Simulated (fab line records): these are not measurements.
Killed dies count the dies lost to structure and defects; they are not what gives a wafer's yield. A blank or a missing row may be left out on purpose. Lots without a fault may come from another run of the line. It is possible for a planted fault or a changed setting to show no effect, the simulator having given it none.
fab line records -- flow ritCmos
record: lots: 6, wafers: 18, lastDay: 7
route steps=202 shown PSD@150 SDANNEAL@153 NSD@158 PLDD@159 NLDD@160 SILICIDE@161 M1@202
lots that met no fault: taken from a fault-free run of the same line
startH: start of the lot's first displayed wafer, in hours after the record's first day -- waitH: time in hours since the lot's previous step -- " unchanged from the row above -- L1.1+2: a single row standing in for several wafers -- - no value present, or no start provided -- * or withheld: withheld -- < > ~ a bound
route shown NAME@n: a module of which the file shows steps, and the number in the route of the first -- usual: mean and standard deviation over wafers with no fault -- same: alike in all rows -- chamber/n: place in a boat -- sites: readings site by site -- _std_site: standard deviation across them -- _edge_site: outer sites' mean less inner sites' -- radiusMm: how far each site lies from the wafer's centre -- mask NAME#n: copy n -- behind: tool/chamber where the wafer was last shaped -- hold: reason for holding the lot/hours on hold/outcome of the hold -- device: transistor that didn't switch, given as n, p or np -- end of line: the same wafers' tests at the end of the route -- a step with no rows: only its recipe -- killed: at the first sort, the dies lost to defects and structure; wafer yield is something else -- map: the dies of a wafer, with x for killed, . for not killed, _ for no die there
set.NAME: setting as actually run; set.NAME@STEP: the setting as run at that earlier step -- model.NAME: the simulator's own value behind a step, which no gauge read
lots seen at some steps along the route; tables by step, rows by wafer
services: the hour from which a tool's chamber was out of use, counted from the record's first day as startH (under 0 if before that day), plus the number of hours and why
== steps ==
step: RIT_PSD_IMPLANT_08
recipe: species: BF2, energyKev: 27, doseCm2: 5e+15, tiltDeg: 7
step: RIT_PSD_STRIP_09
recipe: chemistry: O2, timeS: 180, resist: NOVOLAK, platenTempC: withheld, powerW: 500, pressureMtorr: 4000, o2FlowSccm: 4000
usual: drypumpMotorCurrentA: 5.8/0.41
lot.wafer,tool,chamber,startH,waitH,drypumpMotorCurrentA,rfHoursCounterH
L141.3,plasmaAsher-02,0,104.90,0.1,5.2,-
L141.4,plasmaAsher-02,1,104.90,0.1,5.5,-
L141.5,plasmaAsher-02,0,104.90,0.1,5.2,-
L145.1,plasmaAsher-02,0,123.27,0.1,5.2,1
L145.4,plasmaAsher-02,0,123.27,0.1,5.2,-
L145.6,plasmaAsher-02,0,123.27,0.1,5.2,-
L147.3,plasmaAsher-04,0,134.38,0.1,6.3,-
L147.5,plasmaAsher-04,1,134.38,0.1,6.1,-
L147.6,plasmaAsher-04,0,134.38,0.1,6.2,-
L149.2,plasmaAsher-04,1,143.12,0.1,6.1,54
L149.4,plasmaAsher-04,1,143.12,0.1,6.1,-
L149.6,plasmaAsher-04,0,143.12,0.1,6.3,-
L150.2,plasmaAsher-01,0,148.57,0.1,6.1,45
L150.3,plasmaAsher-01,0,148.57,0.1,6.1,-
L150.6,plasmaAsher-01,1,148.57,0.1,5.4,-
L152.2,plasmaAsher-01,1,158.45,0.1,5.4,46
L152.4,plasmaAsher-01,1,158.45,0.1,5.4,-
L152.5,plasmaAsher-01,0,158.45,0.1,6.1,-
step: RIT_PSD_TW_MEAS_10
usual: PSD_TW: 3430/15
lot.wafer,tool,chamber,startH,waitH,PSD_TW
L141.3,filmMetro-02,-,105.04,0.1,3419
L141.4,filmMetro-02,-,105.04,0.1,3420
L141.5,filmMetro-02,-,105.04,0.1,3404
L145.1,filmMetro-04,-,123.44,0.1,3443
L145.4,filmMetro-04,-,123.44,0.1,3432
L145.6,filmMetro-04,-,123.44,0.1,3447
L147.3,filmMetro-02,-,134.51,0.1,3421
L147.5,filmMetro-02,-,134.51,0.1,3408
L147.6,filmMetro-02,-,134.51,0.1,3423
L149.2,filmMetro-03,-,143.30,0.1,3461
L149.4,filmMetro-03,-,143.30,0.1,3459
L149.6,filmMetro-03,-,143.30,0.1,3427
L150.2,filmMetro-02,-,148.76,0.1,3453
L150.3,filmMetro-02,-,148.76,0.1,3444
L150.6,filmMetro-02,-,148.76,0.1,3455
L152.2,filmMetro-04,-,158.63,0.1,3442
L152.4,filmMetro-04,-,158.63,0.1,3432
L152.5,filmMetro-04,-,158.63,0.1,3425
step: RIT_SDANNEAL_CLEAN_00
recipe: chemistry: SC1, mix: 3:3:50, timeS: 600, tempC: 75
step: RIT_SDANNEAL_CLEAN_01
recipe: chemistry: dHF, dilution: 50:1, timeS: 30
step: RIT_SDANNEAL_CLEAN_02
recipe: chemistry: SC2, mix: 3:3:50, timeS: 600, tempC: 75, dry: n2Spin
step: RIT_SDANNEAL_RTA_03
recipe: tempC: 1050, timeS: 5, idleTempC: 600, rampUpCPerS: 342, rampDownCPerS: 171, coolToC: 600, ambient: N2
usual: rampDownCPerS: 171.00/0.027, wafer_temp_C_max: 1053.5/1.1
lot.wafer,tool,chamber,startH,waitH,rampDownCPerS,wafer_temp_C_max
L141.3,rtpAnneal-02,0,105.47,0.0,170.97,1052.7
L141.4,rtpAnneal-02,0,105.47,0.0,171.00,1052.2
L141.5,rtpAnneal-02,0,105.47,0.0,171.01,1053.5
L145.1,rtpAnneal-02,0,123.87,0.0,171.01,1054.6
L145.4,rtpAnneal-02,0,123.87,0.0,170.98,1054.9
L145.6,rtpAnneal-02,0,123.87,0.0,171.00,1052.4
L147.3,rtpAnneal-02,0,134.96,0.0,171.02,1054.0
L147.5,rtpAnneal-02,0,134.96,0.0,170.99,1053.1
L147.6,rtpAnneal-02,0,134.96,0.0,171.00,1052.4
L149.2,rtpAnneal-02,0,143.76,0.0,171.04,1052.9
L149.4,rtpAnneal-02,0,143.76,0.0,170.99,1053.3
L149.6,rtpAnneal-02,0,143.76,0.0,171.00,1053.5
L150.2,rtpAnneal-01,0,149.18,0.0,171.01,1055.1
L150.3,rtpAnneal-01,0,149.18,0.0,170.98,1053.3
L150.6,rtpAnneal-01,0,149.18,0.0,171.01,1052.3
L152.2,rtpAnneal-01,0,159.06,0.0,171.00,1053.5
L152.4,rtpAnneal-01,0,159.06,0.0,171.01,1052.7
L152.5,rtpAnneal-01,0,159.06,0.0,170.95,1052.5
step: RIT_SDANNEAL_RS_MEAS_04
recipe: thkMeasGauge: four-point-probe
usual: PSD_RS: 116.0/0.31
lot.wafer,tool,chamber,startH,waitH,PSD_RS[ohm/sq]
L141.3,filmMetro-04,-,105.55,0.1,115.8
L141.4,filmMetro-04,-,105.55,0.1,116.1
L141.5,filmMetro-04,-,105.55,0.1,115.9
L145.1,filmMetro-02,-,123.93,0.0,116.1
L145.4,filmMetro-02,-,123.93,0.0,116.2
L145.6,filmMetro-02,-,123.93,0.0,115.9
L147.3,filmMetro-03,-,135.03,0.1,116.2
L147.5,filmMetro-03,-,135.03,0.1,116.4
L147.6,filmMetro-03,-,135.03,0.1,116.0
L149.2,filmMetro-04,-,143.83,0.1,116.3
L149.4,filmMetro-04,-,143.83,0.1,116.2
L149.6,filmMetro-04,-,143.83,0.1,116.1
L150.2,filmMetro-03,-,149.25,0.1,115.5
L150.3,filmMetro-03,-,149.25,0.1,115.6
L150.6,filmMetro-03,-,149.25,0.1,115.2
L152.2,filmMetro-04,-,159.13,0.1,116.2
L152.4,filmMetro-04,-,159.13,0.1,116.0
L152.5,filmMetro-04,-,159.13,0.1,116.1
step: RIT_SDANNEAL_RS_MEAS_05
recipe: thkMeasGauge: four-point-probe
usual: NSD_RS: 84.68/0.29
lot.wafer,tool,chamber,startH,waitH,NSD_RS[ohm/sq]
L141.3,filmMetro-04,-,105.67,0.1,84.49
L141.4,filmMetro-04,-,105.67,0.1,84.84
L141.5,filmMetro-04,-,105.67,0.1,84.60
L145.1,filmMetro-02,-,124.05,0.1,84.68
L145.4,filmMetro-02,-,124.05,0.1,84.76
L145.6,filmMetro-02,-,124.05,0.1,84.93
L147.3,filmMetro-03,-,135.15,0.1,84.30
L147.5,filmMetro-03,-,135.15,0.1,84.72
L147.6,filmMetro-03,-,135.15,0.1,84.37
L149.2,filmMetro-04,-,143.95,0.1,84.95
L149.4,filmMetro-04,-,143.95,0.1,84.73
L149.6,filmMetro-04,-,143.95,0.1,84.58
L150.2,filmMetro-03,-,149.37,0.1,84.43
L150.3,filmMetro-03,-,149.37,0.1,84.47
L150.6,filmMetro-03,-,149.37,0.1,84.35
L152.2,filmMetro-04,-,159.25,0.1,84.22
L152.4,filmMetro-04,-,159.25,0.1,84.56
L152.5,filmMetro-04,-,159.25,0.1,84.38
step: RIT_SDANNEAL_RS_MEAS_06
recipe: thkMeasGauge: four-point-probe
usual: PLDD_RS: 178.9/0.47
lot.wafer,tool,chamber,startH,waitH,PLDD_RS[ohm/sq]
L141.3,filmMetro-04,-,105.79,0.1,178.4
L141.4,filmMetro-04,-,105.79,0.1,177.9
L141.5,filmMetro-04,-,105.79,0.1,177.9
L145.1,filmMetro-02,-,124.17,0.1,178.0
L145.4,filmMetro-02,-,124.17,0.1,178.5
L145.6,filmMetro-02,-,124.17,0.1,178.7
L147.3,filmMetro-03,-,135.27,0.1,178.7
L147.5,filmMetro-03,-,135.27,0.1,178.7
L147.6,filmMetro-03,-,135.27,0.1,178.9
L149.2,filmMetro-04,-,144.07,0.1,178.4
L149.4,filmMetro-04,-,144.07,0.1,178.2
L149.6,filmMetro-04,-,144.07,0.1,178.6
L150.2,filmMetro-03,-,149.49,0.1,178.8
L150.3,filmMetro-03,-,149.49,0.1,178.1
L150.6,filmMetro-03,-,149.49,0.1,178.6
L152.2,filmMetro-04,-,159.37,0.1,178.9
L152.4,filmMetro-04,-,159.37,0.1,178.3
L152.5,filmMetro-04,-,159.37,0.1,178.7
step: RIT_SDANNEAL_RS_MEAS_07
recipe: thkMeasGauge: four-point-probe
usual: NLDD_RS: 152.0/0.43
lot.wafer,tool,chamber,startH,waitH,NLDD_RS[ohm/sq]
L141.3,filmMetro-04,-,105.91,0.1,152.4
L141.4,filmMetro-04,-,105.91,0.1,152.4
L141.5,filmMetro-04,-,105.91,0.1,152.5
L145.1,filmMetro-02,-,124.29,0.1,151.7
L145.4,filmMetro-02,-,124.29,0.1,150.7
L145.6,filmMetro-02,-,124.29,0.1,151.6
L147.3,filmMetro-03,-,135.39,0.1,152.2
L147.5,filmMetro-03,-,135.39,0.1,152.4
L147.6,filmMetro-03,-,135.39,0.1,152.8
L149.2,filmMetro-04,-,144.19,0.1,151.8
L149.4,filmMetro-04,-,144.19,0.1,152.1
L149.6,filmMetro-04,-,144.19,0.1,151.8
L150.2,filmMetro-03,-,149.61,0.1,151.9
L150.3,filmMetro-03,-,149.61,0.1,151.3
L150.6,filmMetro-03,-,149.61,0.1,151.3
L152.2,filmMetro-04,-,159.49,0.1,151.7
L152.4,filmMetro-04,-,159.49,0.1,151.3
L152.5,filmMetro-04,-,159.49,0.1,151.8
step: RIT_SILICIDE_WET_ETCH_00
recipe: chemistry: BOE, target: SiO2, targetDepthNm: 14, timeS: 15, dry: n2Spin, dilution: 10:1, tempC: 21.5
step: RIT_SILICIDE_SPUTTER_01
recipe: material: Ti, targetThkNm: 30, powerW: 350, chamberPressurePa: 0.667, gas: Ar, timeS: 240, substrateTempC: 25
usual: throttleValvePct: 30.0/0.96
lot.wafer,tool,chamber,startH,waitH,throttleValvePct,model.Ti_of_SILICIDE_SPUTTER_01.thkNm
L141.3,pvdSputter-02,-,106.00,0.0,28.9,30.19
L141.4,pvdSputter-02,-,106.00,0.0,28.4,30.72
L141.5,pvdSputter-02,-,106.00,0.0,29.1,30.07
L145.1,pvdSputter-03,-,124.42,0.0,30.6,29.99
L145.4,pvdSputter-03,-,124.42,0.0,30.0,30.27
L145.6,pvdSputter-03,-,124.42,0.0,30.3,29.82
L147.3,pvdSputter-03,-,135.49,0.0,30.6,29.94
L147.5,pvdSputter-03,-,135.49,0.0,30.0,22
L147.6,pvdSputter-03,-,135.49,0.0,30.5,29.97
L149.2,pvdSputter-03,-,144.30,0.0,30.2,29.77
L149.4,pvdSputter-03,-,144.30,0.0,29.9,21.89
L149.6,pvdSputter-03,-,144.30,0.0,30.5,30.18
L150.2,pvdSputter-02,-,149.72,0.0,28.3,30.42
L150.3,pvdSputter-02,-,149.72,0.0,28.9,29.75
L150.6,pvdSputter-02,-,149.72,0.0,31.9,30.02
L152.2,pvdSputter-02,-,159.60,0.0,31.6,30.14
L152.4,pvdSputter-02,-,159.60,0.0,29.1,29.64
L152.5,pvdSputter-02,-,159.60,0.0,28.5,30.36
step: RIT_SILICIDE_RS_MEAS_02
recipe: thkMeasGauge: four-point-probe, reads: Ti_of_SILICIDE_SPUTTER_01
usual: SILICIDE_TI_RS: 47.8/0.95
lot.wafer,tool,chamber,startH,waitH,SILICIDE_TI_RS[ohm/sq]
L141.3,filmMetro-02,-,106.19,0.1,47.6
L141.4,filmMetro-02,-,106.19,0.1,46.6
L141.5,filmMetro-02,-,106.19,0.1,47.8
L145.1,filmMetro-02,-,124.57,0.1,48.1
L145.4,filmMetro-02,-,124.57,0.1,47.6
L145.6,filmMetro-02,-,124.57,0.1,48.3
L147.3,filmMetro-03,-,135.68,0.1,48.1
L147.5,filmMetro-03,-,135.68,0.1,70.8
L147.6,filmMetro-03,-,135.68,0.1,48.0
L149.2,filmMetro-03,-,144.47,0.1,48.4
L149.4,filmMetro-03,-,144.47,0.1,71.3
L149.6,filmMetro-03,-,144.47,0.1,47.5
L150.2,filmMetro-02,-,149.89,0.1,47.1
L150.3,filmMetro-02,-,149.89,0.1,48.5
L150.6,filmMetro-02,-,149.89,0.1,48.0
L152.2,filmMetro-03,-,159.77,0.1,47.6
L152.4,filmMetro-03,-,159.77,0.1,48.7
L152.5,filmMetro-03,-,159.77,0.1,47.1
step: RIT_SILICIDE_THK_MEAS_03
recipe: thkMeasGauge: xrf, reads: Ti_of_SILICIDE_SPUTTER_01
usual: SILICIDE_TI_THK: 30.0/0.49
lot.wafer,tool,chamber,startH,waitH,SILICIDE_TI_THK[nm]
L141.3,filmMetro-02,-,106.29,0.1,30.1
L141.4,filmMetro-02,-,106.29,0.1,30.6
L141.5,filmMetro-02,-,106.29,0.1,30.0
L145.1,filmMetro-02,-,124.69,0.1,29.8
L145.4,filmMetro-02,-,124.69,0.1,30.1
L145.6,filmMetro-02,-,124.69,0.1,29.6
L147.3,filmMetro-03,-,135.78,0.1,29.8
L147.5,filmMetro-03,-,135.78,0.1,21.9
L147.6,filmMetro-03,-,135.78,0.1,29.8
L149.2,filmMetro-03,-,144.58,0.1,29.7
L149.4,filmMetro-03,-,144.58,0.1,21.9
L149.6,filmMetro-03,-,144.58,0.1,30.1
L150.2,filmMetro-02,-,150.00,0.1,30.3
L150.3,filmMetro-02,-,150.00,0.1,29.8
L150.6,filmMetro-02,-,150.00,0.1,29.8
L152.2,filmMetro-03,-,159.88,0.1,30.0
L152.4,filmMetro-03,-,159.88,0.1,29.5
L152.5,filmMetro-03,-,159.88,0.1,30.2
step: RIT_SILICIDE_RTA_04
recipe: tempC: 650, timeS: 10, idleTempC: 25, rampUpS: 5, rampDownS: 5, coolToC: 25, ambient: N2
usual: wafer_temp_C_max: 652.9/1.2
lot.wafer,tool,chamber,startH,waitH,wafer_temp_C_max
L141.3,rtpAnneal-01,0,106.35,0.1,652.2
L141.4,rtpAnneal-01,0,106.35,0.1,652.2
L141.5,rtpAnneal-01,0,106.35,0.1,652.1
L145.1,rtpAnneal-01,0,124.75,0.1,651.8
L145.4,rtpAnneal-01,0,124.75,0.1,651.5
L145.6,rtpAnneal-01,0,124.75,0.1,652.5
L147.3,rtpAnneal-01,0,135.84,0.1,651.7
L147.5,rtpAnneal-01,0,135.84,0.1,650.9
L147.6,rtpAnneal-01,0,135.84,0.1,651.3
L149.2,rtpAnneal-01,0,144.64,0.1,652.3
L149.4,rtpAnneal-01,0,144.64,0.1,652.0
L149.6,rtpAnneal-01,0,144.64,0.1,652.0
L150.2,rtpAnneal-02,0,150.06,0.1,654.1
L150.3,rtpAnneal-02,0,150.06,0.1,654.6
L150.6,rtpAnneal-02,0,150.06,0.1,653.8
L152.2,rtpAnneal-02,0,159.94,0.1,653.1
L152.4,rtpAnneal-02,0,159.94,0.1,653.9
L152.5,rtpAnneal-02,0,159.94,0.1,655.0
step: RIT_M1_PROBE_99
usual: killedAtFrontEnd: 7/3.1, killedDies: 7/3.1, killedOpen: 3.4/2.1, killedShort: 3.5/2
same: grossDies: 264, killed_at_M0_to_M3: 0, killed_at_M4_up: 0, killedAtBackSide: 0, killedAtContacts: 0, killedAtOther: 0
lot.wafer,tool,chamber,startH,waitH,killedAtFrontEnd,killedDies,killedOpen,killedShort,model.etest.npolyLine.lineOhmUm,model.etest.ppolyLine.lineOhmUm,model.etest.contactNplus.endOhmUm,model.etest.contactPplus.endOhmUm,model.etest.ppolyLine.widthNm,model.etest.npolyLine.widthNm,model.etest.npolyLine.rsOhmSq,model.etest.ppolyLine.rsOhmSq
L141.3,prober-01,-,113.03,0.2,6,6,4,2,166.1,160.5,42.54,43.22,102.2,102.4,17,16.45
L141.4,prober-01,-,113.08,0.2,14,14,8,6,167.9,160.2,42.71,44.47,100.6,99.69,16.69,16.17
L141.5,prober-01,-,113.13,0.2,12,12,6,6,166.8,163.6,42.31,43.36,102.4,101.5,17.02,16.62
L145.1,prober-02,-,131.46,0.1,8,8,2,6,157.9,152.5,40.01,43.45,107.8,106.7,16.88,16.32
L145.4,prober-02,-,131.61,0.2,3,3,2,1,157.5,153.3,41.57,43.5,106.9,105.5,16.89,16.38
L145.6,prober-02,-,131.71,0.2,10,10,6,4,157.9,152,40.81,44.25,109.1,107.9,16.87,16.42
L147.3,prober-02,-,142.41,0.2,12,12,10,2,161.6,159,41.77,44.61,104,103.1,16.98,16.41
L147.5,prober-02,-,142.51,0.2,11,11,5,6,197.7,188.2,34.26,36.3,110.6,109.9,21.75,21.01
L147.6,prober-02,-,142.56,0.2,7,7,1,6,163,161.2,40.66,43.2,102.8,101.5,16.88,16.45
L149.2,prober-02,-,151.46,0.1,4,4,1,3,160.9,154.5,40.42,43.13,106.6,105.7,17.06,16.47
L149.4,prober-02,-,151.56,0.2,5,5,3,2,192.6,184.7,33.88,35.98,113.1,113,21.96,20.98
L149.6,prober-02,-,151.66,0.2,8,8,3,5,159.3,154.2,40.76,43.2,106.5,106.2,16.99,16.3
L150.2,prober-01,-,156.51,0.1,8,8,4,4,162,155.6,42.49,43.8,105.1,103.8,16.7,16.27
L150.3,prober-01,-,156.56,0.2,6,6,4,2,165.1,158.2,40.38,43.15,104,102.5,17.09,16.67
L150.6,prober-01,-,156.71,0.2,3,3,2,1,166.1,159.5,42.09,43.73,103,102,16.72,16.4
L152.2,prober-01,-,166.58,0.1,4,4,2,2,164.9,157.3,41.81,45.52,104.3,102.9,16.89,16.48
L152.4,prober-01,-,166.68,0.2,6,6,4,2,163.9,159.6,42.1,44.68,106.4,105.1,17.03,16.68
L152.5,prober-01,-,166.73,0.2,10,10,5,5,164.8,157.6,41.95,45.46,104.1,104,16.86,16.44
killed by level:class
L141.3 FOX1:geometricParticle:open=2 GATE:geometricParticle:open=2 GATE:geometricParticle:short=1 SILICIDE:geometricParticle:short=1
L141.4 SPACER:geometricParticle:open=3 FOX1:geometricParticle:short=2 GATE:geometricParticle:open=2 REOX:geometricParticle:open=2 SPACER:geometricParticle:short=2 FOX1:geometricParticle:open=1 GATE:geometricParticle:short=1 SILICIDE:geometricParticle:short=1
L141.5 GATE:geometricParticle:short=3 FOX1:geometricParticle:open=2 FOX2:geometricParticle:short=2 GATE:geometricParticle:open=2 FOX1:geometricParticle:short=1 FOX2:geometricParticle:open=1 REOX:geometricParticle:open=1
L145.1 FOX1:geometricParticle:short=2 FOX2:geometricParticle:short=1 GATE:geometricParticle:open=1 GATE:geometricParticle:short=1 REOX:geometricParticle:open=1 SPACER:geometricParticle:short=1 SILICIDE:geometricParticle:short=1
L145.4 FOX2:geometricParticle:short=1 GATE:geometricParticle:open=1 REOX:geometricParticle:open=1
L145.6 GATE:geometricParticle:open=3 REOX:geometricParticle:short=2 FOX2:geometricParticle:short=1 FOX2:geometricParticle:open=1 GATE:geometricParticle:short=1 REOX:geometricParticle:open=1 SPACER:geometricParticle:open=1
L147.3 GATE:geometricParticle:open=4 FOX1:geometricParticle:open=3 SPACER:geometricParticle:open=2 GATE:geometricParticle:short=2 REOX:geometricParticle:open=1
L147.5 GATE:geometricParticle:short=4 SPACER:geometricParticle:open=3 GATE:geometricParticle:open=2 FOX2:geometricParticle:short=1 SPACER:geometricParticle:short=1
L147.6 SPACER:geometricParticle:short=2 FOX1:geometricParticle:short=1 FOX2:geometricParticle:short=1 GATE:geometricParticle:short=1 REOX:geometricParticle:open=1 REOX:geometricParticle:short=1
L149.2 FOX1:geometricParticle:short=1 REOX:geometricParticle:short=1 SPACER:geometricParticle:open=1 SPACER:geometricParticle:short=1
L149.4 FOX1:geometricParticle:open=2 FOX1:geometricParticle:short=2 SILICIDE:geometricParticle:open=1
L149.6 GATE:geometricParticle:short=3 GATE:geometricParticle:open=2 FOX1:geometricParticle:short=1 SPACER:geometricParticle:open=1 SPACER:geometricParticle:short=1
L150.2 GATE:geometricParticle:open=4 GATE:geometricParticle:short=3 REOX:geometricParticle:short=1
L150.3 GATE:geometricParticle:open=3 FOX1:geometricParticle:short=1 FOX2:geometricParticle:open=1 GATE:geometricParticle:short=1
L150.6 GATE:geometricParticle:open=2 GATE:geometricParticle:short=1
L152.2 GATE:geometricParticle:short=1 REOX:geometricParticle:open=1 SPACER:geometricParticle:open=1 SILICIDE:geometricParticle:short=1
L152.4 GATE:geometricParticle:open=2 GATE:geometricParticle:short=1 REOX:geometricParticle:short=1 REOX:geometricParticle:open=1 SPACER:geometricParticle:open=1
L152.5 FOX1:geometricParticle:short=2 SPACER:geometricParticle:open=2 ACTIVE:geometricParticle:short=1 FOX1:geometricParticle:open=1 REOX:geometricParticle:open=1 SPACER:geometricParticle:short=1 SILICIDE:geometricParticle:open=1 SILICIDE:geometricParticle:short=1
== services ==
tool,chamber,startH,hours,kind
plasmaAsher-02,-,108.75,9.0,pm
plasmaAsher-02,0,108.75,9.0,ventCycle
plasmaAsher-02,1,108.75,9.0,ventCycle
pvdSputter-02,-,112.42,6.0,repair
plasmaAsher-02,0,117.75,-,clean
plasmaAsher-02,1,117.75,-,clean
plasmaAsher-01,-,120.14,15.6,pm
plasmaAsher-04,-,143.73,0.8,repair
== key ==
firstSign: step: RIT_SILICIDE_RS_MEAS_02, reading: SILICIDE_TI_RS, direction: up, sigmas: 24, usual: 47.8, struck: 71.1
effect: step: RIT_SILICIDE_THK_MEAS_03, reading: SILICIDE_TI_THK, direction: down, sigmas: 17, usual: 30.0, struck: 21.9
modelEffect: step: RIT_SILICIDE_SPUTTER_01, value: Ti_of_SILICIDE_SPUTTER_01.thkNm, without: 30.21, struck: 21.95
modelEffect: step: RIT_M1_PROBE_99, value: etest.npolyLine.lineOhmUm, without: 160, struck: 195.1
metAt RIT_SILICIDE_SPUTTER_01
struckWafers L147.5,L149.4
testerLeftOut L147,L149
onsetBetween 124.42 135.49
fault: kind: processParameterDrift, tool: pvdSputter-03, chamber: -, onsetH: 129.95, steps: RIT_SILICIDE_SPUTTER_01, channel: targetThkNm, offset: -8.2657, shape: step, endH: 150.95, actsIn: theseRecipesOnly, stated: 30, scope: struckWafersOnly
testerLeftOut: of these lots the tester's yield and bins aren't shown, on N5 and GAA mostly nor the transistor test; their killed dies are dies lost to structure and defects alone, not to doping, threshold or leakage, so they don't give the yield
